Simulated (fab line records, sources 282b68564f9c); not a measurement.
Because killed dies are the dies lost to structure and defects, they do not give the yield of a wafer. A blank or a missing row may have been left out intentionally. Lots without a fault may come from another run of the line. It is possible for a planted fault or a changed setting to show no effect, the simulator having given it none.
Which of the tools did it? | flow rit_cmos | 45 wafers from 15 lots sampled at 2 of the route's 202 steps

== WHAT THE GAUGES READ, wafer by wafer ==
The record holds no reading of a measuring or inspecting step that can be judged against a usual standard deviation.

== EACH LOT AND THE TOOL THAT RAN IT (in order: tool; ch and the chambers of the sampled wafers; start) ==
lot  | RIT_NRETRO_STRIP_09                 | RIT_M1_PROBE_99
L125 | plasma_asher-01 ch 0,1, day 2 08:31 | -
L126 | plasma_asher-01 ch 0,1, day 2 14:44 | -
L127 | plasma_asher-02 ch 0,1, day 2 19:54 | -
L128 | plasma_asher-04 ch 1, day 2 21:54   | -
L129 | plasma_asher-02 ch 0,1, day 3 03:50 | -
L132 | plasma_asher-02 ch 0,1, day 3 17:15 | -
L134 | plasma_asher-02 ch 0,1, day 4 04:27 | -
L136 | plasma_asher-02 ch 0,1, day 4 13:50 | prober-01, day 5 17:02
L138 | plasma_asher-02 ch 0,1, day 4 23:11 | prober-01, day 6 05:05
L139 | plasma_asher-02 ch 0,1, day 5 06:27 | prober-02, day 6 11:47
L141 | plasma_asher-01 ch 0,1, day 5 15:39 | -
L142 | plasma_asher-01 ch 0,1, day 5 20:16 | -
L143 | plasma_asher-01 ch 0,1, day 6 02:17 | -
L147 | plasma_asher-04 ch 0,1, day 6 20:57 | -
L148 | plasma_asher-04 ch 0,1, day 7 01:52 | -
- RIT_NRETRO_STRIP_09: strips in O2, time 180 s.
- RIT_M1_PROBE_99

== WHAT THE TOOLS THEMSELVES READ (means of the sampled wafers that have a number; where no wafer has one, the mark that the record gives instead) ==
RIT_NRETRO_STRIP_09.
lot  | tool            | drypump_motor_current_A (A)
L125 | plasma_asher-01 | 5.8
L126 | plasma_asher-01 | 5.4
L127 | plasma_asher-02 | 6.1
L128 | plasma_asher-04 | 5.5
L129 | plasma_asher-02 | 6.0
L132 | plasma_asher-02 | 6.0
L134 | plasma_asher-02 | 6.2
L136 | plasma_asher-02 | 6.2
L138 | plasma_asher-02 | 6.2
L139 | plasma_asher-02 | 6.2
L141 | plasma_asher-01 | 5.9
L142 | plasma_asher-01 | 5.8
L143 | plasma_asher-01 | 5.5
L147 | plasma_asher-04 | 5.7
L148 | plasma_asher-04 | 5.7

RIT_M1_PROBE_99.
lot  | tool      | killed_at_contacts | killed_at_front_end | killed_dies | killed_open | killed_short
L136 | prober-01 | 0.0                | 19                  | 19          | 3.7         | 3.3
L138 | prober-01 | 0.0                | 17                  | 17          | 2.3         | 1.7
L139 | prober-02 | 0.0                | 18                  | 18          | 3.3         | 3.7

== THE ANSWER, worked out from the rows above alone ==
Rule: the usual values come from the lots themselves. Put in order of their means at a reading, lots are off if they are a third of the lots or fewer, leave a main group of 4 or more, and stand apart from it by a gap of 3 or more times the standard deviation of the main group's means; of several such gaps the widest counts. The tables above print the reading to a certain number of digits; a main group whose means all agree to those digits is not used. A lot without any number at a reading at which 4 lots or more have one is off too. Any other lot the step has rows for is counted as sound. The gauges are gone through in route order, then the tools' own readings, and for those a lot's mean is taken as printed above. The first step at which some lot is off is used, and at that step the reading that is off furthest; a lot without a number counts as furthest.
Nothing can be told from this: no lot is off at any reading shown.

== WHAT WAS PUT IN BY THE SIMULATOR ==
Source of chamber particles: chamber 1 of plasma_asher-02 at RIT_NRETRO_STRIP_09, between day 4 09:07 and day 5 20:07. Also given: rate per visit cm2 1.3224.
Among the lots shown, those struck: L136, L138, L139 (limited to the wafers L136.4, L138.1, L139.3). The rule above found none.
